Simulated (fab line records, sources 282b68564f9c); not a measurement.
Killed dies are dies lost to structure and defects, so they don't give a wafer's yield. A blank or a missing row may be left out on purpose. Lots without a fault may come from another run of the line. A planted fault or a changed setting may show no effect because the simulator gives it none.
fab line records | flow rit_cmos
record lots=14 wafers=42 last_day=7
route steps=202 shown ACTIVE@14 M1@202
lots that met no fault: from a run of the same line without faults
start_h: hours from the record's first day to the start of the lot's first wafer shown | wait_h: hours since the lot's step before | " the same as in the row above | L1.1+2: a row that stands for several wafers | - no value, or no start given | * or withheld: withheld | < > ~ a bound
route shown NAME@n: a module of which the file shows steps, and the number in the route of the first | usual: mean/standard deviation of fault-free wafers | same: alike in all rows | chamber/n: place in a boat | sites: the reading at each site | _std_site: their standard deviation | _edge_site: outer sites' mean less inner sites' | radius_mm: how far each site lies from the wafer's centre | mask NAME#n: copy n | behind: the tool/chamber that last shaped the wafer | hold: why the lot was held/for how many hours/how that ended | device: the transistor (n, p or np) that didn't switch | end of line: the same wafers' tests at the end of the route | a step without rows: its recipe alone | killed: dies lost to structure and defects at the first sort, not the wafer's yield | map: a wafer's dies, x killed, . not, _ none there
set.NAME: the setting as run; set.NAME@STEP: as run at that earlier step | model.NAME: the simulator's own value behind a step, which no gauge read
steps of the route over a sample of lots; a table a step, a row a wafer
services: from which hour (start_h, from the record's first day; less than 0 if before it) a tool's chamber was out of use, for how many hours, and why
## steps
# step RIT_ACTIVE_ETCH_13
# recipe stop_on=SiO2 chemistry=SF6 target=Si3N4 time_s=210 over_etch_frac=0.4 SF6_flow_sccm=200 pressure_mtorr=260 rf_w=125 target_depth_a=2100
# usual drypump_motor_current_A=5.8/0.51 oes_product_au=0.827/0.0094 over_etch_frac=0.4/0 throttle_valve_pct=7.54/0.091
# columns lot.wafer tool chamber start_h wait_h drypump_motor_current_A oes_product_au over_etch_frac rf_hours_counter_h throttle_valve_pct
L589.1 rie_diel-01 2 16.24 0.1 6.3 0.820 0.4 42 7.42
L589.3 " 1 " " 5.6 0.823 0.4 0 7.72
L589.6 " 3 " " 5.3 0.830 0.4 - 7.47
L590.1 rie_diel-01 2 19.83 0.1 6.3 0.821 0.4 42 7.41
L590.3 " 1 " " 5.6 0.826 0.4 1 7.71
L590.5 " 2 " " 6.3 0.823 0.4 - 7.43
L591.1 rie_diel-01 1 25.91 0.1 5.6 0.837 0.4 1 7.72
L591.4 " 3 " " 5.2 0.831 0.4 - 7.49
L591.5 " 2 " " 6.4 0.818 0.4 - 7.44
L593.1 rie_diel-03 1 37.07 0.1 5.6 0.843 0.4 22 7.53
L593.2 " 0 " " 4.8 0.824 0.4 13 7.53
L593.6 " 1 " " 5.7 0.844 0.4 - 7.54
L595.1 rie_diel-04 1 45.42 0.1 5.6 0.827 0.4 40 7.46
L595.3 " 3 " " 5.8 0.822 0.4 69 7.61
L595.6 " 0 " " 6.6 0.834 0.4 - 7.60
L596.1 rie_diel-04 3 52.56 0.1 5.8 0.817 0.4 69 7.61
L596.2 " 1 " " 5.6 0.819 0.4 40 7.45
L596.3 " 0 " " 6.6 0.830 0.4 144 7.60
L597.2 rie_diel-04 3 57.37 0.1 5.8 0.819 0.4 69 7.61
L597.4 " 0 " " 6.6 0.834 0.4 144 7.59
L597.5 " 2 " " 5.4 0.820 0.4 - 7.40
L599.3 rie_diel-04 2 65.81 0.1 5.5 0.834 0.4 0 7.41
L599.4 " 3 " " 5.8 0.826 0.4 69 7.61
L599.6 " 2 " " 5.5 0.826 0.4 - 7.41
L600.3 rie_diel-03 1 70.67 0.1 5.7 0.831 0.4 22 7.53
L600.5 " 2 " " 6.6 0.820 0.4 - 7.62
L600.6 " 1 " " 5.7 0.838 0.4 - 7.53
L602.4 rie_diel-04 0 80.19 0.1 6.5 0.831 0.4 144 7.60
L602.5 " 2 " " 5.4 0.757 0.73216 - 7.42
L602.6 " 3 " " 5.8 0.819 0.4 - 7.62
L605.2 rie_diel-04 2 95.61 0.1 5.5 0.734 0.73216 1 7.39
L605.3 " 0 " " 6.5 0.831 0.4 144 7.58
L605.5 " 3 " " 5.8 0.819 0.4 - 7.61
L609.2 rie_diel-01 1 115.20 0.1 5.6 0.832 0.4 3 7.71
L609.3 " 2 " " 6.4 0.829 0.4 44 7.43
L609.6 " 0 " " 5.6 0.836 0.4 - 7.46
L610.1 rie_diel-01 2 120.54 0.1 6.3 0.831 0.4 44 7.42
L610.2 " 3 " " 5.3 0.839 0.4 138 7.48
L610.4 " 0 " " 5.6 0.837 0.4 0 7.50
L611.1 rie_diel-03 1 125.66 0.1 5.7 0.837 0.4 23 7.53
L611.3 " 0 " " 4.8 0.840 0.4 14 7.55
L611.6 " 1 " " 5.7 0.845 0.4 - 7.51
# step RIT_M1_PROBE_99
# usual killed_at_contacts=0.1/0.36 killed_at_front_end=7/3.1 killed_dies=7/3.1 killed_on_rim=1.9/1.4 killed_open=3.6/2.1 killed_short=3.2/1.9
# same gross_dies=264 killed_at_M0_to_M3=0 killed_at_M4_up=0 killed_at_back_side=0 killed_at_other=0
# columns lot.wafer tool chamber start_h wait_h killed_at_contacts killed_at_front_end killed_dies killed_on_rim killed_open killed_short
L589.1 prober-01 - 62.18 0.1 0 6 6 3 4 2
L589.3 prober-01 - 62.28 0.2 0 6 6 0 1 5
L589.6 prober-01 - 62.43 0.2 0 9 9 2 4 5
L590.1 prober-02 - 68.15 0.1 0 14 14 6 6 8
L590.3 prober-02 - 68.25 0.2 0 11 11 1 5 6
L590.5 prober-02 - 68.35 0.2 0 13 13 4 6 7
L591.1 prober-01 - 77.75 0.1 0 1 1 0 1 0
L591.4 prober-01 - 77.90 0.2 0 6 6 2 2 4
L591.5 prober-01 - 77.95 0.2 0 8 8 0 4 4
L593.1 prober-01 - 86.88 0.1 0 8 8 1 5 3
L593.2 prober-01 - 86.93 0.1 0 6 6 3 5 1
L593.6 prober-01 - 87.13 0.2 0 5 5 2 2 3
L595.1 prober-01 - 98.42 0.1 0 6 6 2 3 3
L595.3 prober-01 - 98.52 0.2 0 8 8 2 2 6
L595.6 prober-01 - 98.67 0.2 0 8 8 3 6 2
L596.1 prober-02 - 104.77 0.1 0 15 15 4 8 7
L596.2 prober-02 - 104.82 0.1 1 4 5 3 3 2
L596.3 prober-02 - 104.87 0.2 2 6 8 3 4 4
L597.2 prober-01 - 107.49 0.1 0 5 5 1 3 2
L597.4 prober-01 - 107.59 0.2 0 8 8 0 4 4
L597.5 prober-01 - 107.64 0.2 1 7 8 0 3 5
L599.3 prober-01 - 114.46 0.2 0 8 8 3 6 2
L599.4 prober-01 - 114.51 0.2 0 5 5 3 3 2
L599.6 prober-01 - 114.61 0.2 0 3 3 1 2 1
L600.3 prober-02 - 117.98 0.2 0 7 7 1 4 3
L600.5 prober-02 - 118.08 0.2 0 3 3 0 3 0
L600.6 prober-02 - 118.13 0.2 0 10 10 4 5 5
L602.4 prober-02 - 127.16 0.2 0 11 11 2 6 5
L602.5 prober-02 - 127.21 0.2 0 8 8 0 4 4
L602.6 prober-02 - 127.26 0.2 0 6 6 0 2 4
L605.2 prober-01 - 140.01 0.1 0 5 5 2 2 3
L605.3 prober-01 - 140.06 0.2 0 5 5 1 1 4
L605.5 prober-01 - 140.16 0.2 0 4 4 1 3 1
L609.2 prober-01 - 161.76 0.1 0 10 10 4 5 5
L609.3 prober-01 - 161.81 0.2 0 7 7 3 2 5
L609.6 prober-01 - 161.96 0.2 0 6 6 2 4 2
L610.1 prober-02 - 166.54 0.1 0 5 5 3 4 1
L610.2 prober-02 - 166.59 0.1 0 2 2 2 0 2
L610.4 prober-02 - 166.69 0.2 0 6 6 0 3 3
L611.1 prober-01 - 168.78 0.1 0 9 9 3 5 4
L611.3 prober-01 - 168.88 0.2 0 2 2 1 1 1
L611.6 prober-01 - 169.03 0.2 1 5 6 1 4 2
# killed by level:class
L589.1 SPACER:geometric_particle:open=3 GATE:geometric_particle:short=1 GATE:geometric_particle:open=1 REOX:geometric_particle:short=1
L589.3 GATE:geometric_particle:short=2 ACTIVE:geometric_particle:short=1 FOX2:geometric_particle:open=1 FOX2:geometric_particle:short=1 SPACER:geometric_particle:short=1
L589.6 SPACER:geometric_particle:open=2 FOX1:geometric_particle:short=1 FOX2:geometric_particle:open=1 GATE:geometric_particle:open=1 GATE:geometric_particle:short=1 REOX:geometric_particle:short=1 SPACER:geometric_particle:short=1 SILICIDE:geometric_particle:short=1
L590.1 SPACER:geometric_particle:short=3 SILICIDE:geometric_particle:short=3 GATE:geometric_particle:short=2 REOX:geometric_particle:open=2 FOX1:geometric_particle:open=1 GATE:geometric_particle:open=1 SPACER:geometric_particle:open=1 SILICIDE:geometric_particle:open=1
L590.3 GATE:geometric_particle:short=3 GATE:geometric_particle:open=2 SILICIDE:geometric_particle:short=2 ACTIVE:geometric_particle:open=1 REOX:geometric_particle:open=1 SPACER:geometric_particle:short=1 SILICIDE:geometric_particle:open=1
L590.5 GATE:geometric_particle:short=4 GATE:geometric_particle:open=2 SILICIDE:geometric_particle:open=2 SILICIDE:geometric_particle:short=2 REOX:geometric_particle:open=1 SPACER:geometric_particle:open=1 SPACER:geometric_particle:short=1
L591.1 REOX:geometric_particle:open=1
L591.4 FOX1:geometric_particle:short=1 GATE:geometric_particle:short=1 GATE:geometric_particle:open=1 SPACER:geometric_particle:open=1 SPACER:geometric_particle:short=1 SILICIDE:geometric_particle:short=1
L591.5 REOX:geometric_particle:short=2 FOX2:geometric_particle:open=1 GATE:geometric_particle:open=1 REOX:geometric_particle:open=1 SPACER:geometric_particle:open=1 SPACER:geometric_particle:short=1 SILICIDE:geometric_particle:short=1
L593.1 FOX1:geometric_particle:open=2 GATE:geometric_particle:open=2 SPACER:geometric_particle:short=2 REOX:geometric_particle:short=1 SPACER:geometric_particle:open=1
L593.2 GATE:geometric_particle:open=2 REOX:geometric_particle:open=2 FOX1:geometric_particle:open=1 SPACER:geometric_particle:short=1
L593.6 SILICIDE:geometric_particle:short=2 FOX1:geometric_particle:short=1 GATE:geometric_particle:open=1 SILICIDE:geometric_particle:open=1
L595.1 SILICIDE:geometric_particle:short=2 REOX:geometric_particle:short=1 REOX:geometric_particle:open=1 SPACER:geometric_particle:open=1 SILICIDE:geometric_particle:open=1
L595.3 GATE:geometric_particle:short=3 GATE:geometric_particle:open=2 SPACER:geometric_particle:short=2 REOX:geometric_particle:short=1
L595.6 FOX2:geometric_particle:open=2 GATE:geometric_particle:open=2 REOX:geometric_particle:open=2 GATE:geometric_particle:short=1 REOX:geometric_particle:short=1
L596.1 GATE:geometric_particle:short=4 GATE:geometric_particle:open=3 SPACER:geometric_particle:open=2 FOX1:geometric_particle:short=1 FOX2:geometric_particle:open=1 REOX:geometric_particle:open=1 SPACER:geometric_particle:short=1 SILICIDE:geometric_particle:open=1
L596.2 FOX1:geometric_particle:open=1 REOX:geometric_particle:short=1 SPACER:geometric_particle:open=1 SPACER:geometric_particle:short=1 CONTACT:geometric_particle:open=1
L596.3 GATE:geometric_particle:short=2 REOX:geometric_particle:open=2 FOX1:geometric_particle:open=1 SPACER:geometric_particle:short=1 CONTACT:geometric_particle:open=1 CONTACT:geometric_particle:short=1
L597.2 GATE:geometric_particle:open=3 GATE:geometric_particle:short=2
L597.4 GATE:geometric_particle:open=3 GATE:geometric_particle:short=3 REOX:geometric_particle:open=1 SPACER:geometric_particle:short=1
L597.5 GATE:geometric_particle:open=3 SILICIDE:geometric_particle:short=2 FOX2:geometric_particle:short=1 GATE:geometric_particle:short=1 CONTACT:geometric_particle:short=1
L599.3 GATE:geometric_particle:open=4 GATE:geometric_particle:short=2 REOX:geometric_particle:open=1 SILICIDE:geometric_particle:open=1
L599.4 GATE:geometric_particle:open=2 GATE:geometric_particle:short=1 REOX:geometric_particle:short=1 REOX:geometric_particle:open=1
L599.6 GATE:geometric_particle:open=2 FOX1:geometric_particle:short=1
L600.3 FOX1:geometric_particle:short=1 GATE:geometric_particle:short=1 GATE:geometric_particle:open=1 REOX:geometric_particle:open=1 SPACER:geometric_particle:open=1 SPACER:geometric_particle:short=1 SILICIDE:geometric_particle:open=1
L600.5 SPACER:geometric_particle:open=2 SILICIDE:geometric_particle:open=1
L600.6 SPACER:geometric_particle:short=3 SPACER:geometric_particle:open=3 FOX1:geometric_particle:short=1 FOX1:geometric_particle:open=1 FOX2:geometric_particle:short=1 GATE:geometric_particle:open=1
L602.4 GATE:geometric_particle:open=2 GATE:geometric_particle:short=2 SILICIDE:geometric_particle:short=2 FOX1:geometric_particle:open=1 FOX2:geometric_particle:open=1 REOX:geometric_particle:open=1 SPACER:geometric_particle:short=1 SPACER:geometric_particle:open=1
L602.5 SPACER:geometric_particle:short=3 GATE:geometric_particle:open=2 FOX1:geometric_particle:open=1 FOX1:geometric_particle:short=1 SPACER:geometric_particle:open=1
L602.6 GATE:geometric_particle:short=2 FOX1:geometric_particle:short=1 GATE:geometric_particle:open=1 REOX:geometric_particle:short=1 SPACER:geometric_particle:open=1
L605.2 GATE:geometric_particle:open=2 GATE:geometric_particle:short=2 SPACER:geometric_particle:short=1
L605.3 SILICIDE:geometric_particle:short=3 FOX2:geometric_particle:short=1 GATE:geometric_particle:open=1
L605.5 GATE:geometric_particle:open=2 REOX:geometric_particle:short=1 REOX:geometric_particle:open=1
L609.2 SILICIDE:geometric_particle:short=3 SPACER:geometric_particle:open=2 FOX1:geometric_particle:open=1 GATE:geometric_particle:open=1 GATE:geometric_particle:short=1 SPACER:geometric_particle:short=1 SILICIDE:geometric_particle:open=1
L609.3 GATE:geometric_particle:short=2 SILICIDE:geometric_particle:short=2 GATE:geometric_particle:open=1 SPACER:geometric_particle:short=1 SILICIDE:geometric_particle:open=1
L609.6 REOX:geometric_particle:open=2 FOX2:geometric_particle:open=1 GATE:geometric_particle:open=1 REOX:geometric_particle:short=1 SPACER:geometric_particle:short=1
L610.1 FOX1:geometric_particle:open=2 GATE:geometric_particle:open=1 GATE:geometric_particle:short=1 SILICIDE:geometric_particle:open=1
L610.2 GATE:geometric_particle:short=2
L610.4 GATE:geometric_particle:open=2 FOX1:geometric_particle:open=1 GATE:geometric_particle:short=1 REOX:geometric_particle:short=1 SPACER:geometric_particle:short=1
L611.1 GATE:geometric_particle:open=5 GATE:geometric_particle:short=2 FOX1:geometric_particle:short=1 REOX:geometric_particle:short=1
L611.3 FOX2:geometric_particle:open=1 GATE:geometric_particle:short=1
L611.6 GATE:geometric_particle:open=2 FOX1:geometric_particle:open=1 REOX:geometric_particle:short=1 SPACER:geometric_particle:open=1 CONTACT:geometric_particle:short=1
## services
# columns tool chamber start_h hours kind
rie_diel-04 - 9.06 0.5 repair
rie_diel-03 - 15.54 0.6 repair
rie_diel-04 2 40.29 - clean
rie_diel-04 2 40.29 16.3 scheduled_down
rie_diel-04 2 40.29 16.3 vent_cycle
rie_diel-03 0 40.71 4.9 repair
rie_diel-03 2 44.34 2.8 repair
rie_diel-03 - 56.54 2.8 pm
rie_diel-01 0 81.73 - clean
rie_diel-01 0 81.73 23.5 scheduled_down
rie_diel-01 0 81.73 23.5 vent_cycle
rie_diel-03 3 82.60 8.4 repair
rie_diel-04 1 92.24 16.2 repair
rie_diel-03 3 124.29 - clean
rie_diel-03 3 124.29 15.5 scheduled_down
rie_diel-03 3 124.29 15.5 vent_cycle
## key
first_sign step=RIT_ACTIVE_ETCH_13 reading=over_etch_frac direction=up sigmas=99+ usual=0.4 struck=0.73216
effect step=RIT_ACTIVE_ETCH_13 reading=oes_product_au direction=down sigmas=8.8 usual=0.827 struck=0.745
met_at RIT_ACTIVE_ETCH_13
struck_lots L602,L605
struck_wafers L602.5,L605.2
tester_left_out L602,L605
onset_between 65.81 80.19
fault kind=process_parameter_drift tool=rie_diel-04 chamber=2 onset_h=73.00 steps=RIT_ACTIVE_ETCH_13 channel=over_etch_frac offset=0.33216 shape=step end_h=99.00 stated=0.4
# tester_left_out: of these lots the tester's yield and bins aren't shown, on N5 and GAA mostly nor the transistor test; their killed dies are dies lost to structure and defects alone, not to doping, threshold or leakage, so they don't give the yield
